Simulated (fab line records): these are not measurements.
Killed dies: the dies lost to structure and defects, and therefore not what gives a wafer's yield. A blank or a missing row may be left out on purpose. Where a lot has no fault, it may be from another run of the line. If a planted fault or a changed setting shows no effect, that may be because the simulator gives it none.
fab line records :: flow rit_cmos
record:
  lots: 6
  wafers: 18
  last_day: 7
route steps=202 shown NSD@141 PSD@142 SDANNEAL@153 M1@202
lots that met no fault: taken from a fault-free run of the same line
start_h: hours from the record's opening day to when the first of the lot's shown wafers began :: wait_h: hours since the lot's step before :: " unchanged from the row above :: L1.1+2: a row that stands for several wafers :: - value missing, or start not given :: * or withheld: withheld :: < > ~ a bound
route shown NAME@n: a module of which the file shows steps, and the number in the route of the first :: usual: mean/standard deviation of fault-free wafers :: same: alike in all rows :: chamber/n: place in a boat :: sites: readings site by site :: _std_site: standard deviation across them :: _edge_site: mean of outer sites minus mean of inner sites :: radius_mm: for every site, how far away it sits from the centre of the wafer :: mask NAME#n: copy n :: behind: the last tool/chamber to shape the wafer :: hold: what put the lot on hold/how long, in hours/how the hold closed :: device: the n, p or np transistor that did not switch :: end of line: tests of these same wafers at the route's end :: a step with no rows: only its recipe :: killed: dies that structure and defects cost at the first sort, which is not the same as the wafer's yield :: map: a wafer's dies, marking killed ones x, the rest . and places with no die _
set.NAME: the run value of the setting; set.NAME@STEP: its run value at that earlier step :: model.NAME: the simulator's own value behind a step, which no gauge read
lots at some steps of the route; a table a step, a row a wafer
services: the hour from which a tool's chamber was out of use, counted from the record's first day as start_h (under 0 if before that day), plus the number of hours and why
== steps ==
step: RIT_NSD_TW_MEAS_10
usual:
  NSD_TW: 3102/30
lot.wafer: L630.1
tool: film_metro-02
chamber: -
start_h: 62.62
wait_h: 0.1
NSD_TW: 3074

lot.wafer: L630.4
tool: film_metro-02
chamber: -
start_h: 62.62
wait_h: 0.1
NSD_TW: 3084

lot.wafer: L630.6
tool: film_metro-02
chamber: -
start_h: 62.62
wait_h: 0.1
NSD_TW: 3085

lot.wafer: L631.2
tool: film_metro-01
chamber: -
start_h: 64.29
wait_h: 0.1
NSD_TW: 3117

lot.wafer: L631.3
tool: film_metro-01
chamber: -
start_h: 64.29
wait_h: 0.1
NSD_TW: 3117

lot.wafer: L631.5
tool: film_metro-01
chamber: -
start_h: 64.29
wait_h: 0.1
NSD_TW: 3133

lot.wafer: L633.3
tool: film_metro-01
chamber: -
start_h: 75.98
wait_h: 0.1
NSD_TW: 3149

lot.wafer: L633.4
tool: film_metro-01
chamber: -
start_h: 75.98
wait_h: 0.1
NSD_TW: 3123

lot.wafer: L633.6
tool: film_metro-01
chamber: -
start_h: 75.98
wait_h: 0.1
NSD_TW: 3143

lot.wafer: L639.1
tool: film_metro-03
chamber: -
start_h: 106.38
wait_h: 0.1
NSD_TW: 3065

lot.wafer: L639.2
tool: film_metro-03
chamber: -
start_h: 106.38
wait_h: 0.1
NSD_TW: 3072

lot.wafer: L639.4
tool: film_metro-03
chamber: -
start_h: 106.38
wait_h: 0.1
NSD_TW: 3078

lot.wafer: L645.1
tool: film_metro-02
chamber: -
start_h: 131.49
wait_h: 0.1
NSD_TW: 3107

lot.wafer: L645.2
tool: film_metro-02
chamber: -
start_h: 131.49
wait_h: 0.1
NSD_TW: 3098

lot.wafer: L645.6
tool: film_metro-02
chamber: -
start_h: 131.49
wait_h: 0.1
NSD_TW: 3088

lot.wafer: L648.1
tool: film_metro-02
chamber: -
start_h: 146.75
wait_h: 0.1
NSD_TW: 3083

lot.wafer: L648.4
tool: film_metro-02
chamber: -
start_h: 146.75
wait_h: 0.1
NSD_TW: 3089

lot.wafer: L648.6
tool: film_metro-02
chamber: -
start_h: 146.75
wait_h: 0.1
NSD_TW: 3063
step: RIT_PSD_HMDS_00
recipe:
  prime_time_s: 60
  prime_temp_c: 140
step: RIT_PSD_COAT_01
recipe:
  resist: NOVOLAK
  spin_rpm: 3250
  resist_thk_nm: 1000
step: RIT_PSD_SOFTBAKE_02
recipe:
  resist: NOVOLAK
  temp_c: 90
  time_s: 60
step: RIT_PSD_EXPOSE_03
recipe:
  mask_id: M10
  na: 0.57
  target_cd_nm: 40900
  dose_mj: 250
step: RIT_PSD_PEB_04
recipe:
  resist: NOVOLAK
  temp_c: withheld
  time_s: withheld
step: RIT_PSD_DEVELOP_05
recipe:
  resist: NOVOLAK
  develop_time_s: 50
  dev_temp_c: 23
step: RIT_PSD_OVL_MEAS_06
usual:
  PSD_OVL: -0.2/1.4
lot.wafer: L630.1
tool: overlay-01
chamber: -
start_h: 63.65
wait_h: -
PSD_OVL[nm]: -0.8

lot.wafer: L630.4
tool: overlay-01
chamber: -
start_h: 63.65
wait_h: -
PSD_OVL[nm]: -0.8

lot.wafer: L630.6
tool: overlay-01
chamber: -
start_h: 63.65
wait_h: -
PSD_OVL[nm]: -0.7

lot.wafer: L631.2
tool: overlay-02
chamber: -
start_h: 65.19
wait_h: -
PSD_OVL[nm]: -0.8

lot.wafer: L631.3
tool: overlay-02
chamber: -
start_h: 65.19
wait_h: -
PSD_OVL[nm]: 0.0

lot.wafer: L631.5
tool: overlay-02
chamber: -
start_h: 65.19
wait_h: -
PSD_OVL[nm]: -0.4

lot.wafer: L633.3
tool: overlay-02
chamber: -
start_h: 77.01
wait_h: -
PSD_OVL[nm]: -0.6

lot.wafer: L633.4
tool: overlay-02
chamber: -
start_h: 77.01
wait_h: -
PSD_OVL[nm]: 1.0

lot.wafer: L633.6
tool: overlay-02
chamber: -
start_h: 77.01
wait_h: -
PSD_OVL[nm]: 0.2

lot.wafer: L639.1
tool: overlay-01
chamber: -
start_h: 107.29
wait_h: -
PSD_OVL[nm]: 0.6

lot.wafer: L639.2
tool: overlay-01
chamber: -
start_h: 107.29
wait_h: -
PSD_OVL[nm]: -0.3

lot.wafer: L639.4
tool: overlay-01
chamber: -
start_h: 107.29
wait_h: -
PSD_OVL[nm]: -1.9

lot.wafer: L645.1
tool: overlay-02
chamber: -
start_h: 132.40
wait_h: -
PSD_OVL[nm]: 0.8

lot.wafer: L645.2
tool: overlay-02
chamber: -
start_h: 132.40
wait_h: -
PSD_OVL[nm]: -0.4

lot.wafer: L645.6
tool: overlay-02
chamber: -
start_h: 132.40
wait_h: -
PSD_OVL[nm]: 1.3

lot.wafer: L648.1
tool: overlay-01
chamber: -
start_h: 147.79
wait_h: -
PSD_OVL[nm]: 3.1

lot.wafer: L648.4
tool: overlay-01
chamber: -
start_h: 147.79
wait_h: -
PSD_OVL[nm]: 2.0

lot.wafer: L648.6
tool: overlay-01
chamber: -
start_h: 147.79
wait_h: -
PSD_OVL[nm]: 0.5
step: RIT_PSD_HARDBAKE_07
recipe:
  resist: NOVOLAK
  temp_c: 140
  time_s: 60
step: RIT_PSD_IMPLANT_08
recipe:
  species: BF2
  energy_kev: 27
  dose_cm2: 5e+15
  tilt_deg: 7
step: RIT_PSD_STRIP_09
recipe:
  chemistry: O2
  time_s: 180
  resist: NOVOLAK
  platen_temp_c: withheld
  power_w: 500
  pressure_mtorr: 4000
  o2_flow_sccm: 4000
usual:
  drypump_motor_current_A: 5.4/0.44
lot.wafer: L630.1
tool: plasma_asher-03
chamber: 0
start_h: 63.99
wait_h: 0.1
drypump_motor_current_A: 4.8
rf_hours_counter_h: 43

lot.wafer: L630.4
tool: plasma_asher-03
chamber: 1
start_h: 63.99
wait_h: 0.1
drypump_motor_current_A: 5.8
rf_hours_counter_h: -

lot.wafer: L630.6
tool: plasma_asher-03
chamber: 0
start_h: 63.99
wait_h: 0.1
drypump_motor_current_A: 4.8
rf_hours_counter_h: -

lot.wafer: L631.2
tool: plasma_asher-03
chamber: 1
start_h: 65.52
wait_h: 0.1
drypump_motor_current_A: 5.7
rf_hours_counter_h: 43

lot.wafer: L631.3
tool: plasma_asher-03
chamber: 1
start_h: 65.52
wait_h: 0.1
drypump_motor_current_A: 5.7
rf_hours_counter_h: -

lot.wafer: L631.5
tool: plasma_asher-03
chamber: 1
start_h: 65.52
wait_h: 0.1
drypump_motor_current_A: 5.7
rf_hours_counter_h: -

lot.wafer: L633.3
tool: plasma_asher-03
chamber: 0
start_h: 77.39
wait_h: 0.1
drypump_motor_current_A: 4.8
rf_hours_counter_h: -

lot.wafer: L633.4
tool: plasma_asher-03
chamber: 1
start_h: 77.39
wait_h: 0.1
drypump_motor_current_A: 5.7
rf_hours_counter_h: -

lot.wafer: L633.6
tool: plasma_asher-03
chamber: 1
start_h: 77.39
wait_h: 0.1
drypump_motor_current_A: 5.7
rf_hours_counter_h: -

lot.wafer: L639.1
tool: plasma_asher-02
chamber: 1
start_h: 107.63
wait_h: 0.1
drypump_motor_current_A: 5.7
rf_hours_counter_h: 48

lot.wafer: L639.2
tool: plasma_asher-02
chamber: 0
start_h: 107.63
wait_h: 0.1
drypump_motor_current_A: 5.3
rf_hours_counter_h: 48

lot.wafer: L639.4
tool: plasma_asher-02
chamber: 1
start_h: 107.63
wait_h: 0.1
drypump_motor_current_A: 5.7
rf_hours_counter_h: -

lot.wafer: L645.1
tool: plasma_asher-01
chamber: 1
start_h: 132.74
wait_h: 0.1
drypump_motor_current_A: 5.9
rf_hours_counter_h: 33

lot.wafer: L645.2
tool: plasma_asher-01
chamber: 0
start_h: 132.74
wait_h: 0.1
drypump_motor_current_A: 4.8
rf_hours_counter_h: 33

lot.wafer: L645.6
tool: plasma_asher-01
chamber: 0
start_h: 132.74
wait_h: 0.1
drypump_motor_current_A: 4.8
rf_hours_counter_h: -

lot.wafer: L648.1
tool: plasma_asher-01
chamber: 0
start_h: 148.12
wait_h: 0.1
drypump_motor_current_A: 4.8
rf_hours_counter_h: 35

lot.wafer: L648.4
tool: plasma_asher-01
chamber: 0
start_h: 148.12
wait_h: 0.1
drypump_motor_current_A: 4.8
rf_hours_counter_h: -

lot.wafer: L648.6
tool: plasma_asher-01
chamber: 0
start_h: 148.12
wait_h: 0.1
drypump_motor_current_A: 4.8
rf_hours_counter_h: -
step: RIT_PSD_TW_MEAS_10
usual:
  PSD_TW: 3397/28
lot.wafer: L630.1
tool: film_metro-02
chamber: -
start_h: 64.16
wait_h: 0.1
PSD_TW: 3419

lot.wafer: L630.4
tool: film_metro-02
chamber: -
start_h: 64.16
wait_h: 0.1
PSD_TW: 3388

lot.wafer: L630.6
tool: film_metro-02
chamber: -
start_h: 64.16
wait_h: 0.1
PSD_TW: 3402

lot.wafer: L631.2
tool: film_metro-02
chamber: -
start_h: 65.71
wait_h: 0.1
PSD_TW: 3387

lot.wafer: L631.3
tool: film_metro-02
chamber: -
start_h: 65.71
wait_h: 0.1
PSD_TW: 3389

lot.wafer: L631.5
tool: film_metro-02
chamber: -
start_h: 65.71
wait_h: 0.1
PSD_TW: 3395

lot.wafer: L633.3
tool: film_metro-01
chamber: -
start_h: 77.53
wait_h: 0.1
PSD_TW: 3443

lot.wafer: L633.4
tool: film_metro-01
chamber: -
start_h: 77.53
wait_h: 0.1
PSD_TW: 3424

lot.wafer: L633.6
tool: film_metro-01
chamber: -
start_h: 77.53
wait_h: 0.1
PSD_TW: 3459

lot.wafer: L639.1
tool: film_metro-03
chamber: -
start_h: 107.80
wait_h: 0.1
PSD_TW: 3387

lot.wafer: L639.2
tool: film_metro-03
chamber: -
start_h: 107.80
wait_h: 0.1
PSD_TW: 3389

lot.wafer: L639.4
tool: film_metro-03
chamber: -
start_h: 107.80
wait_h: 0.1
PSD_TW: 3381

lot.wafer: L645.1
tool: film_metro-03
chamber: -
start_h: 132.91
wait_h: 0.1
PSD_TW: 3370

lot.wafer: L645.2
tool: film_metro-03
chamber: -
start_h: 132.91
wait_h: 0.1
PSD_TW: 3371

lot.wafer: L645.6
tool: film_metro-03
chamber: -
start_h: 132.91
wait_h: 0.1
PSD_TW: 3403

lot.wafer: L648.1
tool: film_metro-02
chamber: -
start_h: 148.30
wait_h: 0.1
PSD_TW: 3380

lot.wafer: L648.4
tool: film_metro-02
chamber: -
start_h: 148.30
wait_h: 0.1
PSD_TW: 3387

lot.wafer: L648.6
tool: film_metro-02
chamber: -
start_h: 148.30
wait_h: 0.1
PSD_TW: 3389
step: RIT_SDANNEAL_CLEAN_00
recipe:
  chemistry: SC1
  mix: 3:3:50
  time_s: 572.4
  temp_c: 75
usual:
  bath_guard_temp_C: 75.0/0.49
  temp_c: 75.01/0.11
lot.wafer: L630.1
tool: wet_bench-02
chamber: 0
start_h: 64.22
wait_h: 0.1
bath_guard_temp_C: 75.2
temp_c: 74.94

lot.wafer: L630.4
tool: wet_bench-02
chamber: 0
start_h: 64.22
wait_h: 0.1
bath_guard_temp_C: 75.6
temp_c: 75.05

lot.wafer: L630.6
tool: wet_bench-02
chamber: 0
start_h: 64.22
wait_h: 0.1
bath_guard_temp_C: 75.2
temp_c: 74.98

lot.wafer: L631.2
tool: wet_bench-03
chamber: 1
start_h: 65.76
wait_h: 0.0
bath_guard_temp_C: 74.5
temp_c: 75.02

lot.wafer: L631.3
tool: wet_bench-03
chamber: 1
start_h: 65.76
wait_h: 0.0
bath_guard_temp_C: 74.7
temp_c: 75.13

lot.wafer: L631.5
tool: wet_bench-03
chamber: 1
start_h: 65.76
wait_h: 0.0
bath_guard_temp_C: 73.9
temp_c: 74.89

lot.wafer: L633.3
tool: wet_bench-02
chamber: 0
start_h: 77.57
wait_h: 0.0
bath_guard_temp_C: 78.7
temp_c: 78.29

lot.wafer: L633.4
tool: wet_bench-02
chamber: 0
start_h: 77.57
wait_h: 0.0
bath_guard_temp_C: 78.8
temp_c: 78.27

lot.wafer: L633.6
tool: wet_bench-02
chamber: 0
start_h: 77.57
wait_h: 0.0
bath_guard_temp_C: 78.7
temp_c: 78.26

lot.wafer: L639.1
tool: wet_bench-02
chamber: 2
start_h: 107.86
wait_h: 0.1
bath_guard_temp_C: 78.8
temp_c: 78.31

lot.wafer: L639.2
tool: wet_bench-02
chamber: 2
start_h: 107.86
wait_h: 0.1
bath_guard_temp_C: 78.9
temp_c: 78.40

lot.wafer: L639.4
tool: wet_bench-02
chamber: 2
start_h: 107.86
wait_h: 0.1
bath_guard_temp_C: 78.6
temp_c: 77.99

lot.wafer: L645.1
tool: wet_bench-03
chamber: 0
start_h: 132.97
wait_h: 0.1
bath_guard_temp_C: 75.1
temp_c: 74.99

lot.wafer: L645.2
tool: wet_bench-03
chamber: 0
start_h: 132.97
wait_h: 0.1
bath_guard_temp_C: 75.0
temp_c: 75.01

lot.wafer: L645.6
tool: wet_bench-03
chamber: 0
start_h: 132.97
wait_h: 0.1
bath_guard_temp_C: 75.0
temp_c: 74.83

lot.wafer: L648.1
tool: wet_bench-03
chamber: 3
start_h: 148.36
wait_h: 0.1
bath_guard_temp_C: 75.1
temp_c: 74.98

lot.wafer: L648.4
tool: wet_bench-03
chamber: 3
start_h: 148.36
wait_h: 0.1
bath_guard_temp_C: 74.6
temp_c: 74.93

lot.wafer: L648.6
tool: wet_bench-03
chamber: 3
start_h: 148.36
wait_h: 0.1
bath_guard_temp_C: 75.0
temp_c: 74.93
step: RIT_SDANNEAL_CLEAN_01
recipe:
  chemistry: dHF
  dilution: 50:1
  time_s: 30
step: RIT_M1_PROBE_99
usual:
  killed_at_M0_to_M3: 0.0/0.12
  killed_at_contacts: 0.1/0.31
  killed_at_front_end: 7/3.2
  killed_dies: 7/3.2
  killed_open: 3.6/2.1
  killed_short: 3.5/2.1
same:
  gross_dies: 264
  killed_at_M4_up: 0
  killed_at_back_side: 0
  killed_at_other: 0
lot.wafer: L630.1
tool: prober-01
chamber: -
start_h: 73.67
wait_h: 0.1
killed_at_M0_to_M3: 0
killed_at_contacts: 0
killed_at_front_end: 11
killed_dies: 11
killed_open: 9
killed_short: 2

lot.wafer: L630.4
tool: prober-01
chamber: -
start_h: 73.82
wait_h: 0.2
killed_at_M0_to_M3: 1
killed_at_contacts: 0
killed_at_front_end: 2
killed_dies: 3
killed_open: 0
killed_short: 3

lot.wafer: L630.6
tool: prober-01
chamber: -
start_h: 73.92
wait_h: 0.2
killed_at_M0_to_M3: 0
killed_at_contacts: 0
killed_at_front_end: 12
killed_dies: 12
killed_open: 5
killed_short: 6

lot.wafer: L631.2
tool: prober-02
chamber: -
start_h: 73.72
wait_h: 0.1
killed_at_M0_to_M3: 0
killed_at_contacts: 0
killed_at_front_end: 9
killed_dies: 9
killed_open: 5
killed_short: 4

lot.wafer: L631.3
tool: prober-02
chamber: -
start_h: 73.77
wait_h: 0.2
killed_at_M0_to_M3: 0
killed_at_contacts: 2
killed_at_front_end: 7
killed_dies: 9
killed_open: 4
killed_short: 4

lot.wafer: L631.5
tool: prober-02
chamber: -
start_h: 73.87
wait_h: 0.2
killed_at_M0_to_M3: 0
killed_at_contacts: 0
killed_at_front_end: 5
killed_dies: 5
killed_open: 2
killed_short: 3

lot.wafer: L633.3
tool: prober-01
chamber: -
start_h: 85.84
wait_h: 0.2
killed_at_M0_to_M3: 0
killed_at_contacts: 1
killed_at_front_end: 15
killed_dies: 16
killed_open: 8
killed_short: 8

lot.wafer: L633.4
tool: prober-01
chamber: -
start_h: 85.89
wait_h: 0.2
killed_at_M0_to_M3: 0
killed_at_contacts: 0
killed_at_front_end: 8
killed_dies: 8
killed_open: 4
killed_short: 4

lot.wafer: L633.6
tool: prober-01
chamber: -
start_h: 85.99
wait_h: 0.2
killed_at_M0_to_M3: 0
killed_at_contacts: 0
killed_at_front_end: 4
killed_dies: 4
killed_open: 1
killed_short: 3

lot.wafer: L639.1
tool: prober-01
chamber: -
start_h: 115.69
wait_h: 0.1
killed_at_M0_to_M3: 0
killed_at_contacts: 0
killed_at_front_end: 12
killed_dies: 12
killed_open: 7
killed_short: 5

lot.wafer: L639.2
tool: prober-01
chamber: -
start_h: 115.74
wait_h: 0.1
killed_at_M0_to_M3: 0
killed_at_contacts: 0
killed_at_front_end: 3
killed_dies: 3
killed_open: 2
killed_short: 1

lot.wafer: L639.4
tool: prober-01
chamber: -
start_h: 115.84
wait_h: 0.2
killed_at_M0_to_M3: 0
killed_at_contacts: 0
killed_at_front_end: 6
killed_dies: 6
killed_open: 4
killed_short: 2

lot.wafer: L645.1
tool: prober-01
chamber: -
start_h: 140.82
wait_h: 0.1
killed_at_M0_to_M3: 0
killed_at_contacts: 0
killed_at_front_end: 2
killed_dies: 2
killed_open: 1
killed_short: 1

lot.wafer: L645.2
tool: prober-01
chamber: -
start_h: 140.87
wait_h: 0.1
killed_at_M0_to_M3: 0
killed_at_contacts: 1
killed_at_front_end: 8
killed_dies: 9
killed_open: 6
killed_short: 3

lot.wafer: L645.6
tool: prober-01
chamber: -
start_h: 141.07
wait_h: 0.2
killed_at_M0_to_M3: 0
killed_at_contacts: 0
killed_at_front_end: 8
killed_dies: 8
killed_open: 2
killed_short: 6

lot.wafer: L648.1
tool: prober-02
chamber: -
start_h: 156.39
wait_h: 0.1
killed_at_M0_to_M3: 0
killed_at_contacts: 0
killed_at_front_end: 5
killed_dies: 5
killed_open: 1
killed_short: 4

lot.wafer: L648.4
tool: prober-02
chamber: -
start_h: 156.54
wait_h: 0.2
killed_at_M0_to_M3: 0
killed_at_contacts: 0
killed_at_front_end: 2
killed_dies: 2
killed_open: 1
killed_short: 1

lot.wafer: L648.6
tool: prober-02
chamber: -
start_h: 156.64
wait_h: 0.2
killed_at_M0_to_M3: 0
killed_at_contacts: 0
killed_at_front_end: 7
killed_dies: 7
killed_open: 2
killed_short: 4
killed by level:class
L630.1 REOX:geometric_particle:open=3 FOX1:geometric_particle:open=2 GATE:geometric_particle:open=2 FOX2:geometric_particle:open=1 GATE:geometric_particle:short=1 SPACER:geometric_particle:short=1 SILICIDE:geometric_particle:open=1
L631.2 GATE:geometric_particle:open=3 FOX2:geometric_particle:short=2 FOX1:geometric_particle:open=1 GATE:geometric_particle:short=1 REOX:geometric_particle:open=1 REOX:geometric_particle:short=1
L631.3 GATE:geometric_particle:short=2 FOX2:geometric_particle:open=1 GATE:geometric_particle:open=1 SPACER:geometric_particle:short=1 SILICIDE:geometric_particle:open=1 CONTACT:geometric_particle:open=1 CONTACT:geometric_particle:short=1 PLDD:coat_microbubble_printed=1
L630.4 GATE:geometric_particle:short=1 SPACER:geometric_particle:short=1 M1:geometric_particle:short=1
L631.5 FOX2:geometric_particle:short=2 FOX1:geometric_particle:short=1 FOX1:geometric_particle:open=1 GATE:geometric_particle:open=1
L630.6 GATE:geometric_particle:short=3 GATE:geometric_particle:open=3 REOX:geometric_particle:open=2 SILICIDE:geometric_particle:short=2 FOX2:geometric_particle:short=1 PLDD:coat_microbubble_printed=1
L633.3 GATE:geometric_particle:open=4 GATE:geometric_particle:short=4 FOX1:geometric_particle:open=2 FOX1:geometric_particle:short=1 REOX:geometric_particle:open=1 REOX:geometric_particle:short=1 SPACER:geometric_particle:open=1 SILICIDE:geometric_particle:short=1
L633.4 FOX2:geometric_particle:open=2 SILICIDE:geometric_particle:short=2 FOX1:geometric_particle:open=1 GATE:geometric_particle:short=1 REOX:geometric_particle:short=1 SPACER:geometric_particle:open=1
L633.6 FOX2:geometric_particle:short=3 FOX2:geometric_particle:open=1
L639.1 FOX1:geometric_particle:open=4 FOX1:geometric_particle:short=3 REOX:geometric_particle:short=2 REOX:geometric_particle:open=1 SPACER:geometric_particle:open=1 SILICIDE:geometric_particle:open=1
L639.2 FOX1:geometric_particle:open=1 GATE:geometric_particle:open=1 SPACER:geometric_particle:short=1
L639.4 FOX1:geometric_particle:open=2 REOX:geometric_particle:short=2 SPACER:geometric_particle:open=1 SILICIDE:geometric_particle:open=1
L645.1 GATE:geometric_particle:short=1 GATE:geometric_particle:open=1
L645.2 FOX1:geometric_particle:short=2 GATE:geometric_particle:open=2 REOX:geometric_particle:open=2 FOX2:geometric_particle:open=1 GATE:geometric_particle:short=1 CONTACT:geometric_particle:open=1
L645.6 GATE:geometric_particle:short=4 FOX1:geometric_particle:open=1 FOX1:geometric_particle:short=1 FOX2:geometric_particle:short=1 GATE:geometric_particle:open=1
L648.1 GATE:geometric_particle:short=2 REOX:geometric_particle:short=2 GATE:geometric_particle:open=1
L648.4 FOX1:geometric_particle:short=1 SILICIDE:geometric_particle:open=1
L648.6 GATE:geometric_particle:short=2 GATE:geometric_particle:open=1 REOX:geometric_particle:short=1 SPACER:geometric_particle:open=1 SILICIDE:geometric_particle:short=1 GATE:coat_microbubble_printed=1
== services ==
tool: wet_bench-03
chamber: -
start_h: 56.80
hours: 3.3
kind: repair

tool: plasma_asher-01
chamber: -
start_h: 70.32
hours: 15.6
kind: pm

tool: plasma_asher-02
chamber: -
start_h: 122.05
hours: 2.1
kind: repair
== key ==
first_sign:
  step: RIT_SDANNEAL_CLEAN_00
  reading: temp_c
  direction: up
  sigmas: 28
  usual: *
  struck: *
effect:
  step: RIT_SDANNEAL_CLEAN_00
  reading: bath_guard_temp_C
  direction: up
  sigmas: 7.6
  usual: *
  struck: *
met_at RIT_SDANNEAL_CLEAN_00
struck_wafers L633.3,L633.4,L633.6,L639.1,L639.2,L639.4
tester_left_out L633,L639
onset_between 64.22 77.57
fault:
  kind: process_parameter_drift
  tool: wet_bench-02
  chamber: -
  onset_h: 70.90
  steps: RIT_SDANNEAL_CLEAN_00
  channel: temp_c
  offset: *
  shape: step
  end_h: 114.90
  acts_in: *
  stated: *
tester_left_out: of these lots the tester's yield and bins aren't shown, on N5 and GAA mostly nor the transistor test; their killed dies are dies lost to structure and defects alone, not to doping, threshold or leakage, so they don't give the yield
